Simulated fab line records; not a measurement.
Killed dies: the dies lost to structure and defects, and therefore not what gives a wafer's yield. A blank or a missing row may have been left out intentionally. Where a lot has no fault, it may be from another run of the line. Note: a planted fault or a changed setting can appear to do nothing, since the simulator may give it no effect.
fab line records    flow ritCmos
record: lots: 6  wafers: 18  lastDay: 6
route steps=202 shown NWELL@35 PWELL@39 WELLDRIVE@50 NRETRO@53 M1@202
lots that met no fault: from a run of the same line without faults
startH: start of the lot's first displayed wafer, in hours after the record's first day    waitH: hours since the lot's step before    " repeats the value in the row above    L1.1+2: one row covering several wafers at once    - no value, or no start was given    * or withheld: withheld    < > ~ a bound
route shown NAME@n: NAME is a module with steps in the file, n the number in the route of the first one    usual: mean and standard deviation over wafers with no fault    same: alike in all rows    chamber/n: place in a boat    sites: readings site by site    _std_site: standard deviation of those values    _edge_site: outer sites' mean less inner sites'    radiusMm: for every site, how far away it sits from the centre of the wafer    mask NAME#n: copy n    behind: the last tool/chamber to shape the wafer    hold: reason for holding the lot/hours on hold/outcome of the hold    device: whichever transistor did not switch (one of n, p or np)    end of line: at the end of the route, the tests of the same wafers    a step with no rows: only its recipe    killed: the dies lost at the first sort to structure and to defects; this is not the yield of the wafer    map: shows each die of a wafer: x if killed, . if not, _ if none is there
set.NAME: the run value of the setting; set.NAME@STEP: its run value at that earlier step    model.NAME: the simulator's own value behind a step, which no gauge read
lots seen at some steps along the route; tables by step, rows by wafer
services: the hour from which a tool's chamber was out of use, counted from the record's first day as startH (under 0 if before that day), plus the number of hours and why
== steps ==
step: RIT_NWELL_HARDBAKE_07
recipe: resist: NOVOLAK  tempC: 140  timeS: 120
step: RIT_NWELL_IMPLANT_08
recipe: species: P  energyKev: 170  doseCm2: 5e+13  tiltDeg: 7
step: RIT_NWELL_STRIP_09
recipe: chemistry: O2  timeS: 180  resist: NOVOLAK  platenTempC: withheld  powerW: 500  pressureMtorr: 4000  o2FlowSccm: 4000
usual: drypumpMotorCurrentA: 5.62/0.3
lot.wafer  tool            chamber  startH  waitH  drypumpMotorCurrentA  rfHoursCounterH
L295.2     plasmaAsher-01  0        53.48   0.1    5.39                  40
L295.3     "               0        "       "      5.38                  -
L295.5     "               0        "       "      5.38                  -
L296.2     plasmaAsher-03  1        57.60   0.1    5.46                  42
L296.4     "               0        "       "      5.24                  -
L296.5     "               1        "       "      5.43                  -
L297.3     plasmaAsher-04  1        61.23   0.1    5.53                  -
L297.5     "               1        "       "      5.53                  -
L297.6     "               0        "       "      5.84                  -
L298.2     plasmaAsher-03  0        65.63   0.1    5.20                  43
L298.4     "               1        "       "      5.47                  -
L298.5     "               0        "       "      5.23                  -
L304.3     plasmaAsher-03  1        95.63   0.1    5.47                  -
L304.5     "               0        "       "      5.25                  -
L304.6     "               1        "       "      5.45                  -
L307.1     plasmaAsher-04  1        111.74  0.1    5.53                  49
L307.3     "               0        "       "      5.89                  -
L307.6     "               0        "       "      5.88                  -
step: RIT_NWELL_TW_MEAS_10
usual: NWELL_TW: 2152/17
lot.wafer  tool          chamber  startH  waitH  NWELL_TW
L295.2     filmMetro-04  -        53.67   0.1    2143
L295.3     "             -        "       "      2140
L295.5     "             -        "       "      2137
L296.2     filmMetro-01  -        57.79   0.1    2158
L296.4     "             -        "       "      2145
L296.5     "             -        "       "      2157
L297.3     filmMetro-02  -        61.36   0.1    2167
L297.5     "             -        "       "      2175
L297.6     "             -        "       "      2172
L298.2     filmMetro-01  -        65.81   0.1    2162
L298.4     "             -        "       "      2165
L298.5     "             -        "       "      2166
L304.3     filmMetro-04  -        95.77   0.1    2133
L304.5     "             -        "       "      2150
L304.6     "             -        "       "      2144
L307.1     filmMetro-04  -        111.92  0.1    2145
L307.3     "             -        "       "      2144
L307.6     "             -        "       "      2155
step: RIT_PWELL_HMDS_00
recipe: primeTimeS: 60  primeTempC: 140
step: RIT_PWELL_COAT_01
recipe: resist: NOVOLAK  spinRpm: 2000  resistThkNm: 1300
step: RIT_PWELL_SOFTBAKE_02
recipe: resist: NOVOLAK  tempC: 90  timeS: 60
step: RIT_PWELL_EXPOSE_03
recipe: maskId: M3  na: 0.57  targetCdNm: 43700  doseMj: 250
step: RIT_PWELL_PEB_04
recipe: resist: NOVOLAK  tempC: withheld  timeS: withheld
step: RIT_PWELL_DEVELOP_05
recipe: resist: NOVOLAK  developTimeS: 68  devTempC: 23
step: RIT_PWELL_OVL_MEAS_06
usual: PWELL_OVL: 1.2/1.7
lot.wafer  tool        chamber  startH  waitH  PWELL_OVL[nm]
L295.2     overlay-02  -        54.73   -      -1.1
L295.3     "           -        "       "      0.8
L295.5     "           -        "       "      2.5
L296.2     overlay-01  -        58.85   -      -0.7
L296.4     "           -        "       "      0.8
L296.5     "           -        "       "      1.8
L297.3     overlay-02  -        62.52   -      3.6
L297.5     "           -        "       "      2.2
L297.6     "           -        "       "      0.8
L298.2     overlay-01  -        66.75   -      -1.3
L298.4     "           -        "       "      -1.3
L298.5     "           -        "       "      -0.7
L304.3     overlay-01  -        96.78   -      0.7
L304.5     "           -        "       "      0.4
L304.6     "           -        "       "      1.8
L307.1     overlay-02  -        112.98  -      -0.8
L307.3     "           -        "       "      0.8
L307.6     "           -        "       "      1.7
step: RIT_PWELL_HARDBAKE_07
recipe: resist: NOVOLAK  tempC: 140  timeS: 120
step: RIT_PWELL_IMPLANT_08
recipe: species: B  energyKev: 170  doseCm2: 7e+13  tiltDeg: 7
usual: doseIonsCm2: 7e+13/8.3e+10  faradayCurrentUA: 222/4.1
lot.wafer  tool          chamber  startH  waitH  doseIonsCm2  faradayCurrentUA
L295.2     implanter-02  0        55.06   0.2    6.986e+13    226
L295.3     "             0        "       "      6.992e+13    223
L295.5     "             0        "       "      7.003e+13    226
L296.2     implanter-01  0        59.15   0.2    7.002e+13    219
L296.4     "             0        "       "      7.004e+13    220
L296.5     "             0        "       "      6.99e+13     217
L297.3     implanter-04  0        62.84   0.2    6.994e+13    232
L297.5     "             0        "       "      6.986e+13    222
L297.6     "             0        "       "      7.001e+13    218
L298.2     implanter-02  0        67.05   0.2    9.094e+13    286
L298.4     "             0        "       "      9.105e+13    287
L298.5     "             0        "       "      9.091e+13    283
L304.3     implanter-02  0        97.11   0.2    9.102e+13    295
L304.5     "             0        "       "      9.1e+13      290
L304.6     "             0        "       "      9.097e+13    288
L307.1     implanter-01  0        113.27  0.2    6.993e+13    223
L307.3     "             0        "       "      7.01e+13     217
L307.6     "             0        "       "      6.998e+13    236
step: RIT_PWELL_STRIP_09
recipe: chemistry: O2  timeS: 180  resist: NOVOLAK  platenTempC: withheld  powerW: 500  pressureMtorr: 4000  o2FlowSccm: 4000
usual: drypumpMotorCurrentA: 5.7/0.35
lot.wafer  tool            chamber  startH  waitH  drypumpMotorCurrentA  rfHoursCounterH
L295.2     plasmaAsher-04  1        55.19   0.1    5.5                   43
L295.3     "               0        "       "      5.9                   -
L295.5     "               1        "       "      5.5                   -
L296.2     plasmaAsher-03  1        59.28   0.1    5.5                   43
L296.4     "               0        "       "      5.2                   -
L296.5     "               1        "       "      5.4                   -
L297.3     plasmaAsher-04  0        63.00   0.1    5.9                   -
L297.5     "               1        "       "      5.5                   -
L297.6     "               0        "       "      5.9                   -
L298.2     plasmaAsher-04  0        67.18   0.1    5.9                   44
L298.4     "               0        "       "      5.9                   -
L298.5     "               0        "       "      5.9                   -
L304.3     plasmaAsher-03  0        97.26   0.1    5.2                   -
L304.5     "               1        "       "      5.4                   -
L304.6     "               0        "       "      5.2                   -
L307.1     plasmaAsher-03  1        113.42  0.1    5.5                   49
L307.3     "               1        "       "      5.5                   -
L307.6     "               0        "       "      5.2                   -
step: RIT_PWELL_TW_MEAS_10
usual: PWELL_TW: 956/6.9
lot.wafer  tool          chamber  startH  waitH  PWELL_TW
L295.2     filmMetro-01  -        55.37   0.1    959
L295.3     "             -        "       "      962
L295.5     "             -        "       "      956
L296.2     filmMetro-01  -        59.46   0.1    958
L296.4     "             -        "       "      959
L296.5     "             -        "       "      959
L297.3     filmMetro-02  -        63.14   0.1    961
L297.5     "             -        "       "      961
L297.6     "             -        "       "      957
L298.2     filmMetro-04  -        67.36   0.1    1033
L298.4     "             -        "       "      1035
L298.5     "             -        "       "      1030
L304.3     filmMetro-02  -        97.40   0.1    1045
L304.5     "             -        "       "      1057
L304.6     "             -        "       "      1045
L307.1     filmMetro-02  -        113.59  0.1    962
L307.3     "             -        "       "      965
L307.6     "             -        "       "      965
step: RIT_WELLDRIVE_ANNEAL_00
recipe: tempC: 1100  timeS: 14700  ambient: N2
step: RIT_WELLDRIVE_RS_MEAS_01
recipe: thkMeasGauge: four-point-probe
usual: NWELL_RS: 275.3/0.85
lot.wafer  tool          chamber  startH  waitH  NWELL_RS[ohm/sq]
L295.2     filmMetro-02  -        60.52   0.0    275.5
L295.3     "             -        "       "      275.8
L295.5     "             -        "       "      274.8
L296.2     filmMetro-01  -        64.75   0.0    276.5
L296.4     "             -        "       "      276.6
L296.5     "             -        "       "      276.1
L297.3     filmMetro-01  -        68.30   0.0    274.6
L297.5     "             -        "       "      274.4
L297.6     "             -        "       "      274.8
L298.2     filmMetro-04  -        73.37   0.0    275.2
L298.4     "             -        "       "      275.7
L298.5     "             -        "       "      275.5
L304.3     filmMetro-04  -        102.56  0.0    275.9
L304.5     "             -        "       "      276.3
L304.6     "             -        "       "      276.4
L307.1     filmMetro-02  -        118.74  0.0    275.6
L307.3     "             -        "       "      276.3
L307.6     "             -        "       "      274.9
step: RIT_WELLDRIVE_RS_MEAS_02
recipe: thkMeasGauge: four-point-probe
usual: PWELL_RS: 429.7/1.1
lot.wafer  tool          chamber  startH  waitH  PWELL_RS[ohm/sq]
L295.2     filmMetro-02  -        60.64   0.1    429.1
L295.3     "             -        "       "      428.2
L295.5     "             -        "       "      429.4
L296.2     filmMetro-01  -        64.87   0.1    431.9
L296.4     "             -        "       "      430.4
L296.5     "             -        "       "      430.6
L297.3     filmMetro-01  -        68.42   0.1    431.3
L297.5     "             -        "       "      430.4
L297.6     "             -        "       "      429.7
L298.2     filmMetro-04  -        73.49   0.1    364.3
L298.4     "             -        "       "      364.6
L298.5     "             -        "       "      365.1
L304.3     filmMetro-04  -        102.68  0.1    365.1
L304.5     "             -        "       "      365.9
L304.6     "             -        "       "      366.3
L307.1     filmMetro-02  -        118.86  0.1    430.0
L307.3     "             -        "       "      430.5
L307.6     "             -        "       "      429.2
step: RIT_NRETRO_HMDS_00
recipe: primeTimeS: 60  primeTempC: 140
step: RIT_M1_PROBE_99
usual: killed_at_M0_to_M3: 0.0/0.14  killedAtContacts: 0.0/0.22  killedAtFrontEnd: 7/3  killedDies: 7/3.1  killedOpen: 3.4/2.1  killedShort: 3.2/1.9
same: grossDies: 264  killed_at_M4_up: 0  killedAtBackSide: 0  killedAtOther: 0
lot.wafer  tool       chamber  startH  waitH  killed_at_M0_to_M3  killedAtContacts  killedAtFrontEnd  killedDies  killedOpen  killedShort  model.etest.nmos_0p3.rOnOhmUm  model.etest.nmos_0p15.rOnOhmUm  model.etest.pwellPinched.rsOhmSq  model.etest.pwell.rsOhmSq  model.etest.nmosTurned.driveUaUm  model.etest.nmos_0p15.driveUaUm  model.etest.nmosNarrow.driveUaUm  model.etest.nmos_0p3.driveUaUm
L295.2     prober-02  -        90.15   0.1    0                   0                 6                 6           2           4            2158                           1107                            450.4                             407.1                      326.2                             478.5                            228.3                             222.2
L295.3     prober-02  -        90.20   0.2    0                   1                 11                12          8           4            2142                           1110                            449.9                             404.2                      336.9                             476.3                            228.1                             226
L295.5     prober-02  -        90.30   0.2    0                   0                 10                10          5           5            2132                           1097                            450.3                             404.3                      335.6                             477.7                            228.6                             223.3
L296.2     prober-01  -        93.57   0.1    0                   0                 4                 4           0           4            2148                           1149                            467.1                             420.1                      323.9                             460.3                            226.3                             228.9
L296.4     prober-01  -        93.67   0.2    0                   0                 4                 4           2           2            2110                           1132                            461.9                             417.4                      321.6                             463                              225.9                             229.5
L296.5     prober-01  -        93.72   0.2    0                   0                 9                 9           4           5            2106                           1108                            459                               417.6                      335.1                             470.7                            230.2                             234
L297.3     prober-02  -        99.66   0.2    0                   0                 8                 8           5           3            2129                           1109                            465                               416.8                      337.4                             494.2                            233.9                             231.3
L297.5     prober-02  -        99.76   0.2    0                   0                 7                 7           3           4            2130                           1134                            469.4                             422.1                      333.8                             485.5                            236.9                             237.1
L297.6     prober-02  -        99.81   0.2    1                   0                 9                 10          5           5            2146                           1126                            465                               419.4                      332.3                             480.8                            231.1                             230.5
L298.2     prober-01  -        101.55  0.1    0                   0                 5                 5           3           2            2327                           1181                            383.1                             350.1                      241.4                             414.4                            192.5                             192.7
L298.4     prober-01  -        101.65  0.2    0                   0                 8                 8           2           6            2378                           1190                            380.6                             347                        244.9                             415                              185.2                             186.6
L298.5     prober-01  -        101.70  0.2    0                   0                 10                10          4           6            2359                           1198                            381.5                             348.4                      248.4                             409.4                            187.3                             187.1
L304.3     prober-01  -        131.39  0.2    0                   0                 1                 1           1           0            2226                           1087                            377.6                             347.9                      304.5                             467.4                            210.6                             207.6
L304.5     prober-01  -        131.49  0.2    0                   0                 4                 4           2           2            2279                           1150                            375.3                             342.4                      294                               444.3                            204.3                             200.5
L304.6     prober-01  -        131.54  0.2    0                   0                 5                 5           3           2            2276                           1170                            384.4                             347                        293.2                             446.6                            208.6                             205.2
L307.1     prober-02  -        147.74  0.1    0                   0                 11                11          5           6            2189                           1148                            475.6                             419.2                      326                               483.4                            226.8                             225.6
L307.3     prober-02  -        147.84  0.2    0                   0                 10                10          9           1            2201                           1151                            467.5                             416.2                      315.4                             467.6                            220.2                             219.7
L307.6     prober-02  -        147.99  0.2    0                   0                 4                 4           4           0            2171                           1151                            465.1                             413.7                      316.3                             467.3                            224.3                             226
killed by level:class
L295.2 GATE:geometricParticle:short=2 GATE:geometricParticle:open=1 REOX:geometricParticle:open=1 SPACER:geometricParticle:short=1 SILICIDE:geometricParticle:short=1
L295.3 SILICIDE:geometricParticle:open=4 GATE:geometricParticle:open=3 FOX1:geometricParticle:open=1 GATE:geometricParticle:short=1 SPACER:geometricParticle:short=1 SILICIDE:geometricParticle:short=1 CONTACT:geometricParticle:short=1
L295.5 GATE:geometricParticle:open=4 FOX2:geometricParticle:short=3 FOX1:geometricParticle:short=1 FOX2:geometricParticle:open=1 GATE:geometricParticle:short=1
L296.2 GATE:geometricParticle:short=2 SPACER:geometricParticle:short=1 SILICIDE:geometricParticle:short=1
L296.4 FOX1:geometricParticle:open=1 GATE:geometricParticle:short=1 SILICIDE:geometricParticle:short=1 SILICIDE:geometricParticle:open=1
L296.5 GATE:geometricParticle:open=3 FOX1:geometricParticle:short=2 FOX2:geometricParticle:short=1 SPACER:geometricParticle:short=1 SILICIDE:geometricParticle:short=1 SILICIDE:geometricParticle:open=1
L297.3 GATE:geometricParticle:open=3 GATE:geometricParticle:short=2 FOX1:geometricParticle:open=1 FOX2:geometricParticle:open=1 REOX:geometricParticle:short=1
L297.5 GATE:geometricParticle:short=2 SILICIDE:geometricParticle:open=2 FOX2:geometricParticle:short=1 GATE:geometricParticle:open=1 SILICIDE:geometricParticle:short=1
L297.6 GATE:geometricParticle:open=3 FOX1:geometricParticle:short=2 SILICIDE:geometricParticle:short=2 REOX:geometricParticle:short=1 SPACER:geometricParticle:open=1 M1:geometricParticle:open=1
L298.2 FOX1:geometricParticle:open=1 FOX1:geometricParticle:short=1 GATE:geometricParticle:open=1 GATE:geometricParticle:short=1 SPACER:geometricParticle:open=1
L298.4 GATE:geometricParticle:short=4 GATE:geometricParticle:open=2 FOX1:geometricParticle:short=1 SPACER:geometricParticle:short=1
L298.5 GATE:geometricParticle:short=4 GATE:geometricParticle:open=3 REOX:geometricParticle:open=1 SPACER:geometricParticle:short=1 SILICIDE:geometricParticle:short=1
L304.3 SILICIDE:geometricParticle:open=1
L304.5 GATE:geometricParticle:open=2 REOX:geometricParticle:short=1 SPACER:geometricParticle:short=1
L304.6 FOX1:geometricParticle:open=1 GATE:geometricParticle:short=1 GATE:geometricParticle:open=1 SPACER:geometricParticle:open=1 SPACER:geometricParticle:short=1
L307.1 GATE:geometricParticle:open=3 SPACER:geometricParticle:short=2 SILICIDE:geometricParticle:short=2 FOX1:geometricParticle:open=1 FOX1:geometricParticle:short=1 REOX:geometricParticle:short=1 SPACER:geometricParticle:open=1
L307.3 FOX1:geometricParticle:open=3 REOX:geometricParticle:open=3 GATE:geometricParticle:open=2 REOX:geometricParticle:short=1 SILICIDE:geometricParticle:open=1
L307.6 SILICIDE:geometricParticle:open=2 GATE:geometricParticle:open=1 SPACER:geometricParticle:open=1
== services ==
tool            chamber  startH  hours  kind
implanter-01    -        44.20   4.1    pm
implanter-01    -        49.39   4.1    repair
plasmaAsher-04  -        71.49   0.9    repair
plasmaAsher-01  -        108.75  9.0    pm
plasmaAsher-01  0        108.75  9.0    ventCycle
plasmaAsher-01  1        108.75  9.0    ventCycle
== key ==
firstSign: step: RIT_PWELL_IMPLANT_08  reading: doseIonsCm2  direction: up  sigmas: 99+  usual: 7e+13  struck: 9.098e+13
effect: step: RIT_PWELL_IMPLANT_08  reading: faradayCurrentUA  direction: up  sigmas: 16  usual: 222  struck: 288
effect: step: RIT_PWELL_TW_MEAS_10  reading: PWELL_TW  direction: up  sigmas: 12  usual: 956  struck: 1041
effect: step: RIT_WELLDRIVE_RS_MEAS_02  reading: PWELL_RS  direction: down  sigmas: 60  usual: 429.7  struck: 365.2
modelEffect: step: RIT_M1_PROBE_99  value: etest.nmos_0p3.rOnOhmUm  without: 2098  struck: 2308
metAt RIT_PWELL_IMPLANT_08
struckWafers L298.2,L298.4,L298.5,L304.3,L304.5,L304.6
testerLeftOut L298,L304
onsetBetween 55.06 67.05
fault: kind: processParameterDrift  tool: implanter-02  chamber: -  onsetH: 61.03  steps: RIT_PWELL_IMPLANT_08  channel: doseCm2  offset: 2.1e+13  shape: step  endH: 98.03  actsIn: theseRecipesOnly  stated: 7e+13
testerLeftOut: of these lots the tester's yield and bins aren't shown, on N5 and GAA mostly nor the transistor test; their killed dies are dies lost to structure and defects alone, not to doping, threshold or leakage, so they don't give the yield
